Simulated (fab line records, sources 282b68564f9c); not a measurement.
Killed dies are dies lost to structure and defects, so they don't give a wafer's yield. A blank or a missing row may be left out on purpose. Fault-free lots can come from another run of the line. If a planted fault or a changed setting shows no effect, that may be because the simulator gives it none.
Comparing a struck lot with a sound one    flow rit-cmos    17 out of 202 route steps
Sound: these wafers, L969.2, L969.4, L969.5. Struck: wafers L982.3, L982.4, L982.6. Last of all comes the cause.
At each step with rows: each side's tool, then ch and its chambers, then its first start. Under that, the readings that differ: sound wafers    struck wafers    difference of the means    sigmas: that difference in standard deviations of wafers without a fault.
alike: a reading whose means differ by less than 2 such deviations, as well as words and numbers matching on both sides. not compared: withheld readings; readings where some wafer has no value; bounds like >300 that might hide an equal value; numbers whose values overlap and for which the record gives no deviation.
A row with sigmas, a row that says differs or no value, or rows on one side alone: a step with any of these is where the two part. When numbers do not overlap yet have no deviation, they are printed without sigmas and do not part them. Lack of a reading on every wafer of one side parts them only where that side has two or more wafers.

first, 1 step without rows for these wafers: RIT_PRETRO_DEVELOP_05 (develop time 68 s).
RIT_PRETRO_OVL_MEAS_06:
  struck on overlay-02, day 5 05:28; sound on overlay-01, day 2 11:56
  alike: PRETRO_OVL
then, 2 steps without rows for these wafers: RIT_PRETRO_HARDBAKE_07 (time 120 s); RIT_PRETRO_IMPLANT_08.
RIT_PRETRO_STRIP_09: strips in O2, time 180 s.
  sound on plasma-asher-04 ch 0,1, day 2 12:22; struck on plasma-asher-01 ch 0,1, day 5 05:57
  alike: drypump-motor-current-A
  not compared: rf-hours-counter-h
RIT_PRETRO_TW_MEAS_10:
  struck on film-metro-04, day 5 06:05; sound on film-metro-02, day 2 12:33
  alike: PRETRO_TW
then, 5 steps without rows for these wafers: RIT_GATE_WET_ETCH_00 (etches SiO2 in BOE, target depth 56 nm, time 60 s); RIT_GATE_CLEAN_01 (cleans in SC1, time 600 s); RIT_GATE_CLEAN_02 (cleans in dHF, time 30 s); RIT_GATE_CLEAN_03 (cleans in SC2, time 600 s); RIT_GATE_CLEAN_04 (cleans in dHF, time 60 s).
RIT_FOX2_THK_MEAS_91:
  struck on film-metro-03, day 5 06:35; sound on film-metro-01, day 2 13:03
  alike: FIELD_OXIDE_LEFT_2_THK
RIT_GATE_OXIDATION_05: target thk 3 nm, ox time 270 s.
  sound on furnace-01 ch 0, day 2 13:06; struck on furnace-02 ch 0, day 5 06:38
reading                                      sound              struck             difference  sigmas
ox-time-s (s)                                270 270 270        391.5 391.5 391.5  +121.5      
model.SiO2_of_GATE_OXIDATION_05.thk-nm (nm)  3.023 3.042 3.065  4.021 3.959 4.038  +0.963      
  alike: ox-temp-c-max, tube_center_temp_C_max
then, 1 step without rows for these wafers: RIT_GATE_ANNEAL_06 (time 600 s).
RIT_GATE_THK_MEAS_07:
  struck on film-metro-01, day 5 07:58; sound on film-metro-04, day 2 14:26
reading              sound           struck          difference  sigmas
GATE_OXIDE_THK (nm)  3.02 3.03 3.09  3.97 3.93 4.02  +0.93       +17
then, 1 step without rows for these wafers: RIT_GATE_CVD_08 (deposits poly-Si from SiH4, target thk 250 nm, time 2220 s).
RIT_M1_PROBE_99:
  struck on prober-01, day 6 07:59; sound on prober-02, day 3 13:34
reading                              sound              struck             difference  sigmas
model.etest.pmos_0p3.r-on-ohm-um     6374 6301 6354     8025 7848 8031     +1625       
model.etest.pmos-turned.r-on-ohm-um  3438 3383 3347     4028 4008 4066     +645        
model.etest.pmos_0p15.r-on-ohm-um    2784 2737 2722     3267 3302 3314     +547        
model.etest.nmos_0p3.r-on-ohm-um     2211 2169 2196     2656 2606 2687     +458        
model.etest.nmos_0p15.r-on-ohm-um    1184 1122 1141     1298 1278 1302     +144        
model.etest.nmos_0p15.drive-ua-um    465.7 461.9 465.8  354.4 352.2 351.3  -111.8      
model.etest.nmos-narrow.drive-ua-um  223.4 220.2 219.9  147.9 149.2 148.3  -72.7       
model.etest.nmos_0p3.drive-ua-um     223.6 220.9 220.4  151.1 155.6 152.4  -68.6       
  alike: killed-at-front-end, killed-dies, killed-open, killed-short

## WHERE THEY PART
Only at RIT_GATE_THK_MEAS_07, within this record. Later steps at which nothing parts them and some readings are alike: RIT_M1_PROBE_99.

WHY: the cause the simulator had injected
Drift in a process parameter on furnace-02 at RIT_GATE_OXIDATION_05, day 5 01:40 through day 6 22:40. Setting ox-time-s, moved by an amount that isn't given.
